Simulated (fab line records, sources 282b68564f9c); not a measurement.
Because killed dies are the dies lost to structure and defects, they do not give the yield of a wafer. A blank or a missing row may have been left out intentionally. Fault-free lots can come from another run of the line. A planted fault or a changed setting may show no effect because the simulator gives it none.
Comparing a struck lot with a sound one -- flow ritCmos -- 15 out of 202 route steps
Sound: these wafers, L322.1, L322.4, L322.5. The struck wafers were L328.3, L328.5, L328.6. The cause is given at the end.
Per side, at each step with rows, come the tool, then ch with its chambers, and then its first start. Under that, the readings that differ: sound wafers -- struck wafers -- difference of the means -- sigmas: that difference in standard deviations of wafers without a fault.
alike: same words and numbers on both sides, and readings whose means sit less than 2 such deviations apart. not compared: any withheld reading, any reading some wafer has no value for, any bound like >300 that may hide the same value, and any number with overlapping values for which the record gives no deviation.
Wherever a step has rows on one side only, a row that says differs or no value, or a row with sigmas, the two part there. Numbers that have no deviation but don't overlap get no sigmas and don't part them. A reading missing from all wafers of one side parts the sides only when that side holds two or more wafers.

RIT_NSD_TW_MEAS_10:
  sound on filmMetro-01, day 3 17:08; struck on filmMetro-02, day 5 01:42
reading,sound,struck,difference,sigmas
NSD_TW,3128 3123 3123,3070 3061 3069,-58,-2
then, 6 steps without rows for these wafers: RIT_PSD_HMDS_00 (prime time 60 s); RIT_PSD_COAT_01 (resist thk 1000 nm); RIT_PSD_SOFTBAKE_02 (time 60 s); RIT_PSD_EXPOSE_03 (exposes mask M10, target cd 40900 nm); RIT_PSD_PEB_04; RIT_PSD_DEVELOP_05 (develop time 50 s).
RIT_PSD_OVL_MEAS_06:
  sound on overlay-02, day 3 18:04; struck on overlay-02, day 5 02:44
  alike: PSD_OVL
then, 2 steps without rows for these wafers: RIT_PSD_HARDBAKE_07 (time 60 s); RIT_PSD_IMPLANT_08.
RIT_PSD_STRIP_09: strips in O2, time 180 s.
  sound on plasmaAsher-01 ch 0,1, day 3 18:30; struck on plasmaAsher-01 ch 0,1, day 5 03:07
  alike: chamberPressureMTorr, drypumpMotorCurrentA
  not compared: rfHoursCounterH
RIT_PSD_TW_MEAS_10:
  sound on filmMetro-02, day 3 18:40; struck on filmMetro-03, day 5 03:15
reading,sound,struck,difference,sigmas
PSD_TW,3356 3376 3362,3461 3476 3438,+94,+3
RIT_SDANNEAL_CLEAN_00: cleans in SC1, time 600 s.
  sound on wetBench-01 ch 2, day 3 18:44; struck on wetBench-01 ch 3, day 5 03:17
reading,sound,struck,difference,sigmas
runLengthS (s),625 625 625,533 533 533,-92,-26
then, 1 step without rows for these wafers: RIT_SDANNEAL_CLEAN_01 (cleans in dHF, time 30 s).
RIT_M1_PROBE_99:
  sound on prober-01, day 4 02:25; struck on prober-01, day 5 12:05
  alike: killedAtFrontEnd, killedDies, killedOpen, killedShort

WHERE THEY PART
First at RIT_NSD_TW_MEAS_10; last, within this record, at RIT_SDANNEAL_CLEAN_00. Later steps at which nothing parts them and some readings are alike: RIT_M1_PROBE_99.

WHY: whatever the simulator had introduced
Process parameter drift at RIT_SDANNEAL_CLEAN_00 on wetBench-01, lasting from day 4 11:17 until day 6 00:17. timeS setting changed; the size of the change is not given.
